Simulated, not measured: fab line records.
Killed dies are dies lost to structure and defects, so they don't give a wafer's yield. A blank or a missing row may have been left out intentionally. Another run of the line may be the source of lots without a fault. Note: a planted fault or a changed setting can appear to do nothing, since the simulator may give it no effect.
What tool caused it? | flow berkeley_cmos170 | 45 wafers from 15 lots sampled at 2 of the route's 331 steps

## WHAT THE GAUGES READ, wafer by wafer
UCB170_PLDD_CD_MEAS_06: target cd 1200 nm.
lot  | measured     | on        | cd_nm (nm)
L531 | day 6 00:58  | cd_sem-01 | 1198.5 1199.7 1198.2
L532 | day 6 02:14  | cd_sem-02 | 1199.0 1199.3 1198.2
L530 | day 6 02:32  | cd_sem-01 | 1200.3 1201.1 1200.0
L536 | day 6 22:05  | cd_sem-01 | 1199.5 1199.5 1197.5
L535 | day 6 23:17  | cd_sem-01 | 1201.4 1202.0 1201.7
L534 | day 6 23:26  | cd_sem-01 | 1211.5 1211.5 1210.3 1211.7 1211.6 1210.2
L538 | day 7 07:58  | cd_sem-02 | 1199.3 1199.0 1198.6
L537 | day 7 08:14  | cd_sem-01 | 1201.9 1200.8 1201.6
L539 | day 7 19:43  | cd_sem-02 | 1207.6 1208.5 1208.4 1207.2 1208.8 1208.9
L542 | day 8 04:34  | cd_sem-01 | 1206.3 1208.2 1205.9 1206.3 1208.3 1205.5
L545 | day 9 08:24  | cd_sem-01 | 1201.1 1200.9 1201.8
L546 | day 9 14:09  | cd_sem-01 | 1201.3 1202.6 1202.2
L551 | day 10 06:51 | cd_sem-02 | 1199.8 1199.9 1199.8
L550 | day 10 07:13 | cd_sem-02 | 1202.3 1201.4 1202.2
L553 | day 11 01:32 | cd_sem-01 | 1199.6 1198.5 1199.6

## WHICH TOOL RAN EACH LOT (tool, then ch and the chambers of the sampled wafers, then the start)
lot  | UCB170_PLDD_EXPOSE_03
L531 | krf_scanner-01 ch 0, day 5 23:47
L532 | krf_scanner-01 ch 0, day 6 00:58
L530 | krf_scanner-02 ch 0, day 6 01:13
L536 | krf_scanner-02 ch 0, day 6 20:59
L535 | krf_scanner-02 ch 0, day 6 21:50
L534 | krf_scanner-02 ch 0, day 6 22:28
L538 | krf_scanner-01 ch 0, day 7 07:08
L537 | krf_scanner-01 ch 0, day 7 07:16
L539 | krf_scanner-02 ch 0, day 7 18:59
L542 | krf_scanner-02 ch 0, day 8 03:55
L545 | krf_scanner-01 ch 0, day 9 08:01
L546 | krf_scanner-01 ch 0, day 9 13:43
L551 | krf_scanner-01 ch 0, day 10 06:17
L550 | krf_scanner-01 ch 0, day 10 06:50
L553 | krf_scanner-01 ch 0, day 11 00:49
- UCB170_PLDD_EXPOSE_03: exposes mask PSELECT, target cd 1200 nm.

## WHAT THE TOOLS THEMSELVES READ (means of the sampled wafers that have a number; where no wafer has one, the mark that the record gives instead)
UCB170_PLDD_EXPOSE_03.
lot  | tool           | exposure_dose_mJ_cm2
L531 | krf_scanner-01 | 29.88
L532 | krf_scanner-01 | 29.95
L530 | krf_scanner-02 | 30.02
L536 | krf_scanner-02 | 30.00
L535 | krf_scanner-02 | 29.97
L534 | krf_scanner-02 | 31.99
L538 | krf_scanner-01 | 29.98
L537 | krf_scanner-01 | 29.98
L539 | krf_scanner-02 | 31.53
L542 | krf_scanner-02 | 31.26
L545 | krf_scanner-01 | 29.97
L546 | krf_scanner-01 | 29.95
L551 | krf_scanner-01 | 29.97
L550 | krf_scanner-01 | 29.99
L553 | krf_scanner-01 | 29.96

## THE ANSWER, worked out from the rows above alone
Rule: what is usual is taken from the lots themselves. The widest of any qualifying gaps counts: lots, ordered by their means at a reading, are off when they make up no more than a third of the lots, leave a main group of 4 or more, and stand apart from it by 3 or more times the standard deviation of that group's means. The tables above print the reading to a certain number of digits; a main group whose means all agree to those digits is not used. Also off: a lot with no number at a reading for which 4 or more lots have one. Where the step has rows for the other lots, those lots are counted as sound. After the gauges, taken in route order, come the tools' own readings; for these a lot's mean is taken, as printed above. The first step at which some lot is off is used, and at that step the reading that is off furthest; a lot without a number counts as furthest.
Off: L534, L539, L542, at UCB170_PLDD_CD_MEAS_06 (cd_nm). For the main group the mean is 1200.3 nm and the standard deviation 1.3.
If a tool, at a process step before that reading, ran all the lots that are off and no sound lot after the first of them, it fits. The gauges at UCB170_PLDD_CD_MEAS_06 aren't tried: what is off there is off at UCB170_PLDD_EXPOSE_03 too, on other tools, and a gauge's error can't cause that. One fits: krf_scanner-02 at UCB170_PLDD_EXPOSE_03. A fault onset in the window from L535 (day 6 21:50, its last sound lot) to L534 (day 6 22:28, its first lot off) fits.
The tool's own readings at UCB170_PLDD_EXPOSE_03 bear it out: on the lots that are off they differ by more than 5 times the standard deviation of the sound lots' means. exposure_dose_mJ_cm2 reads 31.59 there against 29.97 on the sound lots.

## WHAT THE SIMULATOR PUT IN
Drift in process parameters on krf_scanner-02 at UCB170_PLDD_EXPOSE_03, starting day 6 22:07. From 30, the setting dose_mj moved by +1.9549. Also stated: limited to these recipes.
Lots struck among those shown: L534, L539, L542. The same result came from the rule above.
